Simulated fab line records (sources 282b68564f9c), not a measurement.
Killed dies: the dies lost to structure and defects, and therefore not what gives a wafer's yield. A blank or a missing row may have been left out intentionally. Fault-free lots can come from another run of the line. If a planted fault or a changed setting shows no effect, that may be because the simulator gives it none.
Code-filled problem report in 8D (eight disciplines) form ; flow rit cmos ; the parts of the form that need people (team, actions taken, sign-off) are left out

1. THE ISSUE
Wafers free of any fault read 2349 (standard deviation 23) for PLDD_TW at RIT_PLDD_TW_MEAS_10, against a mean of 2722 on 6 wafers of 2 lots. Relative to the usual mean, that is a shift of +16 standard deviations.
Seen first at day 4 08:31 on film metro-01, wafer L138.3. The record has a number at this step for 42 wafers belonging to 14 lots. By rule, "out" or "out of limits" means more than 4 standard deviations away from the usual mean. The rest of the wafers with a number are treated as sound.

2. WHAT IT IS AND WHAT IT IS NOT
question;is;is not
which readings at this step;PLDD_TW;-
which lots;L138, L143;L132, L133, L134, L136, L140, L141, L146, L148, L149, L150, L153, L154
which wafers of those lots;all that have a number;-
read on which gauges;film metro-01, film metro-03;film metro-04
when;from day 4 08:31;"up to then (12 sound wafers); but 24 sound wafers of L140, L141, L146, L148, L149, L150, L153, L154 came after"

3. THE SUSPECTS, EACH WITH WHAT RULES IT OUT
Counting: any tool at a process step up to the reading is kept as a suspect provided that every lot that is out went through it and no sound lot did after the first of them.
- ruled out: the gauge at RIT_PLDD_TW_MEAS_10. Those wafers that are out were read across 2 gauges (film metro-01, film metro-03).
- implanter-04 at RIT_PLDD_IMPLANT_08: ruled out as a lasting fault. Following L138 (day 4 08:14), the first lot on it that is out, the sound lots L153, L154 were run on it.
Left after counting: nothing in the record.

4. THE CAUSE (what the simulator had put in)
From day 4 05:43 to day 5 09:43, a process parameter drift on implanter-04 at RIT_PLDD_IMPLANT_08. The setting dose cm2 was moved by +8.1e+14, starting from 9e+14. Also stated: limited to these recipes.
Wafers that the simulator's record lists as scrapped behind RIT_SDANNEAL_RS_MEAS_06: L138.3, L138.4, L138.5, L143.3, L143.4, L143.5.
Counting ruled it out, wrongly: the rule takes a fault to strike every lot that its tool runs from its start on, and this one did not.

5. SEQUENCE OF EFFECTS, ordered by route
Each row: a reading whose mean over the struck wafers that have a number lies more than 3 standard deviations from the usual. Only readings whose record carries a usual standard deviation are examined. hours: median over the lots of the time between each lot's start at the first step of this table that gives one and its start at this step. sigmas: the change, counted in usual standard deviations.
hours;step;reading;usual;on struck wafers;change;sigmas
0;RIT_PLDD_IMPLANT_08;dose ions cm2;9.001e+14;1.710e+15;+8.099e+14;+99 or more
0;RIT_PLDD_IMPLANT_08;end station pressure torr;7.3e-06 Torr;9.5e-06;+2.2e-06;+5.7
0;RIT_PLDD_IMPLANT_08;faraday current uA;2815;5332;+2517;+52
0;RIT_PLDD_TW_MEAS_10;PLDD_TW;2349;2722;+373;+16
11;RIT_SDANNEAL_RS_MEAS_06;PLDD_RS;178.8 ohm/sq;152.7;-26.1;-57
Here are the process steps it includes:
- RIT_PLDD_IMPLANT_08

6. HOW IT WOULD HAVE BEEN CAUGHT EARLIER
3 hours passed between the start of the fault at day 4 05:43 and the first reading out of limits at a measuring or inspecting step in this record, taken at day 4 08:31.
Tool's own readings at RIT_PLDD_IMPLANT_08, dose ions cm2, end station pressure torr, faraday current uA: out on all struck wafers the step has rows for; an alarm limit on them would have tripped on the first.
